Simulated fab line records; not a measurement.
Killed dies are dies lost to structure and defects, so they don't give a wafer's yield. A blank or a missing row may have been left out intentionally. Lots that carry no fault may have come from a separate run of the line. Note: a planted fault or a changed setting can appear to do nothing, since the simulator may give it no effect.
fab line records | flow berkeley_cmos170
[record] lots = 6 wafers = 18 last_day = 13
route steps=331 shown PLDD@151 NLDD@158
lots that met no fault: from a run of the same line without faults
start_h: start of the lot's first displayed wafer, in hours after the record's first day | wait_h: hours since the lot's step before | " the same as in the row above | L1.1+2: several wafers, shown together as one row | - either no value or no given start | * or withheld: withheld | < > ~ a bound
route shown NAME@n: NAME is a module with steps in the file, n the number in the route of the first one | usual: mean and standard deviation over wafers with no fault | same: alike in all rows | chamber/n: place in a boat | sites: each site's reading | _std_site: standard deviation of those values | _edge_site: outer sites' mean less inner sites' | radius_mm: how far each site lies from the wafer's centre | mask NAME#n: copy n | behind: the last tool/chamber to shape the wafer | hold: why the lot went on hold/how many hours it stayed there/how the hold came to an end | device: whichever transistor did not switch (one of n, p or np) | end of line: the tests these same wafers got at the end of their route | where a step has no rows: the recipe by itself | killed: dies that structure and defects cost at the first sort, which is not the same as the wafer's yield | map: per-die view of a wafer (x killed, . not killed, _ where there is no die)
set.NAME: setting as actually run; set.NAME@STEP: the setting as run at that earlier step | model.NAME: the simulator's own value behind a step, which no gauge read
lots at some steps of the route; a table a step, a row a wafer
services: a tool's chamber out of use, with start hour (start_h, from the record's first day; less than 0 if before it), hours out, and reason
[[steps]]
[step UCB170_PLDD_CD_MEAS_06]
[recipe] target_cd_nm = 1200
[usual] cd_nm = 1200.2/1.5
// columns lot.wafer tool chamber start_h wait_h cd_nm
L665.1 cd_sem-02 - 171.90 - 1199.0
L665.3 " - " " 1198.4
L665.6 " - " " 1200.1
L666.2 cd_sem-01 - 172.06 - 1199.6
L666.3 " - " " 1201.2
L666.4 " - " " 1198.8
L678.3 cd_sem-01 - 228.59 - 1199.2
L678.4 " - " " 1199.6
L678.5 " - " " 1198.4
L677.1 cd_sem-01 - 229.23 - 1200.4
L677.4 " - " " 1201.5
L677.5 " - " " 1201.6
L683.3 cd_sem-02 - 258.76 - 1202.6
L683.4 " - " " 1200.2
L683.6 " - " " 1201.4
L686.1 cd_sem-01 - 261.34 - 1199.5
L686.2 " - " " 1200.7
L686.4 " - " " 1199.6
[step UCB170_PLDD_OVL_MEAS_07]
[usual] PLDD_OVL = -3/6
// columns lot.wafer tool chamber start_h wait_h PLDD_OVL[nm]
L665.1 overlay-02 - 172.02 0.1 -7
L665.3 " - " " -15
L665.6 " - " " -6
L666.2 overlay-01 - 172.17 0.1 -5
L666.3 " - " " -8
L666.4 " - " " -5
L678.3 overlay-01 - 228.68 0.1 -2
L678.4 " - " " -7
L678.5 " - " " -1
L677.1 overlay-01 - 229.35 0.1 -2
L677.4 " - " " 1
L677.5 " - " " -11
L683.3 overlay-02 - 258.85 0.1 0
L683.4 " - " " 9
L683.6 " - " " 4
L686.1 overlay-02 - 261.46 0.1 3
L686.2 " - " " 11
L686.4 " - " " 4
[step UCB170_PLDD_IMPLANT_08]
[recipe] species = BF2 dose_cm2 = 5e+13 energy_kev = 10 tilt_deg = 7 rotation_deg = 0
[step UCB170_PLDD_IMPLANT_09]
[recipe] species = BF2 dose_cm2 = 5e+13 energy_kev = 10 tilt_deg = 7 rotation_deg = 180
[step UCB170_PLDD_STRIP_10]
[recipe] chemistry = O2 power_w = 400 pressure_mtorr = 3500 platen_temp_c = withheld o2_flow_sccm = 400 overash_fraction = 0.5
[usual] drypump_motor_current_A = 5.88/0.26 oes_product_au = 0.735/0.0045 strip_time_to_endpoint_s = 21.61/0.054
// columns lot.wafer tool chamber start_h wait_h drypump_motor_current_A oes_product_au rf_hours_counter_h strip_time_to_endpoint_s
L665.1 plasma_asher-02 0 172.36 0.1 5.71 0.732 8 21.65
L665.3 " 0 " " 5.71 0.745 - 21.61
L665.6 " 1 " " 5.76 0.732 - 21.69
L666.2 plasma_asher-01 1 172.62 0.1 5.73 0.730 33 21.59
L666.3 " 1 " " 5.75 0.745 - 21.60
L666.4 " 0 " " 6.34 0.733 - 21.67
L678.3 plasma_asher-02 1 229.04 0.1 5.75 0.734 - 21.57
L678.4 " 0 " " 5.72 0.733 - 21.59
L678.5 " 1 " " 5.74 0.735 - 21.60
L677.1 plasma_asher-03 1 229.69 0.1 5.64 0.737 53 21.61
L677.4 " 0 " " 6.13 0.734 - 21.70
L677.5 " 1 " " 5.62 0.736 - 21.57
L683.3 plasma_asher-03 1 259.29 0.1 5.59 0.729 - 21.67
L683.4 " 0 " " 6.16 0.728 - 21.58
L683.6 " 1 " " 5.63 0.736 - 21.59
L686.1 plasma_asher-02 0 262.06 0.1 5.72 0.732 18 21.65
L686.2 " 1 " " 5.77 0.726 18 21.58
L686.4 " 0 " " 5.73 0.735 - 21.58
[step UCB170_PLDD_TW_MEAS_11]
[usual] PLDD_TW = 1016/6.7
// columns lot.wafer tool chamber start_h wait_h PLDD_TW
L665.1 film_metro-01 - 172.46 0.1 1022
L665.3 " - " " 1023
L665.6 " - " " 1020
L666.2 film_metro-04 - 172.73 0.1 1003
L666.3 " - " " 1007
L666.4 " - " " 1010
L678.3 film_metro-04 - 229.13 0.1 1006
L678.4 " - " " 1011
L678.5 " - " " 1009
L677.1 film_metro-04 - 229.79 0.1 1011
L677.4 " - " " 1016
L677.5 " - " " 1009
L683.3 film_metro-01 - 259.37 0.1 1021
L683.4 " - " " 1019
L683.6 " - " " 1027
L686.1 film_metro-02 - 262.16 0.1 1014
L686.2 " - " " 1009
L686.4 " - " " 1012
[step UCB170_PLDD_CLEAN_12]
[recipe] chemistry = SPM temp_c = 120 time_s = 600
[step UCB170_NLDD_HMDS_00]
[recipe] prime_time_s = 60 prime_temp_c = 100
[step UCB170_NLDD_COAT_01]
[recipe] resist = KrF spin_rpm = 1500 resist_thk_nm = 900
[step UCB170_NLDD_SOFTBAKE_02]
[recipe] resist = KrF temp_c = 130 time_s = 60
[step UCB170_NLDD_EXPOSE_03]
[recipe] mask_id = NSELECT na = 0.5 sigma_outer = 0.6 source_shape = conventional target_cd_nm = 1200 dose_mj = 30
[step UCB170_NLDD_PEB_04]
[recipe] peb_temp_c = 130 peb_time_s = withheld resist = KrF
[step UCB170_NLDD_DEVELOP_05]
[recipe] developer = TMAH develop_time_s = 45 resist = KrF dev_temp_c = 21
[usual] chill_plate_temp_C = 23.00/0.11 develop_time_s = 45/0 developer_temp_C = 21.01/0.098 exhaust_pa = 45.1/0.84
// columns lot.wafer tool chamber start_h wait_h chill_plate_temp_C develop_time_s developer_temp_C exhaust_pa model.KrF_of_NLDD_COAT_01.thk_nm
L665.1 litho_track-01 0 174 - 22.96 45 21.00 45.9 883.8
L665.3 " 0 " " 23.05 45 20.96 45.6 885.2
L665.6 " 0 " " 22.96 45 20.91 46.8 884
L666.2 litho_track-04 0 174 - 23.11 45 20.99 45.8 883.7
L666.3 " 0 " " 22.97 45 20.85 45.5 885.8
L666.4 " 0 " " 22.84 45 21.03 46.0 882.4
L678.3 litho_track-01 - 230 - - - - - 899.9
L678.4 " - " " - - - - 899.3
L678.5 " - " " - - - - 899.8
L677.1 litho_track-01 - 230 - - - - - 895.9
L677.4 " - 231 - - - - - 896.6
L677.5 " - " " - - - - 896.9
L683.3 litho_track-04 0 261 - 22.98 45 20.97 44.4 884.3
L683.4 " 0 " " 23.12 45 21.09 43.2 883.7
L683.6 " 0 " " 23.00 45 20.89 44.2 882.8
L686.1 litho_track-01 0 263 - 22.77 45 20.76 45.1 878.4
L686.2 " 0 " " 22.69 45 20.99 45.3 882.7
L686.4 " 0 " " 22.95 45 20.84 45.1 882.3
[step UCB170_NLDD_CD_MEAS_06]
[recipe] target_cd_nm = 1200
[usual] cd_nm = 1200.2/1.5
// columns lot.wafer tool chamber start_h wait_h cd_nm
L665.1 cd_sem-01 - 174.17 - 1203.3
L665.3 " - " " 1203.0
L665.6 " - " " 1202.8
L666.2 cd_sem-02 - 174.37 - 1199.3
L666.3 " - " " 1200.0
L666.4 " - " " 1200.4
L678.3 cd_sem-02 - 230.43 - -
L678.4 " - " " -
L678.5 " - " " -
L677.1 cd_sem-02 - 231.10 - -
L677.4 " - " " -
L677.5 " - " " -
L683.3 cd_sem-02 - 261.54 - 1198.6
L683.4 " - " " 1199.7
L683.6 " - " " 1200.2
L686.1 cd_sem-02 - 263.82 - 1202.3
L686.2 " - " " 1200.1
L686.4 " - " " 1201.5
[[services]]
// columns tool chamber start_h hours kind
plasma_asher-02 - 197.48 2.8 pm
[[key]]
[first_sign] step = UCB170_NLDD_DEVELOP_05 reading = tool_record direction = missing
effect none on later readings
[model_effect] step = UCB170_NLDD_DEVELOP_05 value = KrF_of_NLDD_COAT_01.thk_nm without = 883.9 struck = 898.1
met_at UCB170_NLDD_DEVELOP_05
struck_wafers L677.1,L677.4,L677.5,L678.3,L678.4,L678.5
sort_left_out L677.1,L677.4,L677.5,L678.3,L678.4,L678.5
tester_left_out L677,L678
onset_between 174 230
[fault] kind = skipped_step_whole tool = litho_track-01 chamber = - onset_h = 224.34 steps = UCB170_NLDD_DEVELOP_05 scope = struck_lots_only
// tester_left_out: of these lots the tester's yield and bins aren't shown, on N5 and GAA mostly nor the transistor test; their killed dies are dies lost to structure and defects alone, not to doping, threshold or leakage, so they don't give the yield
// sort_left_out: the simulated sort isn't trusted on such a fault, so these wafers' sort isn't shown, and their yield isn't known
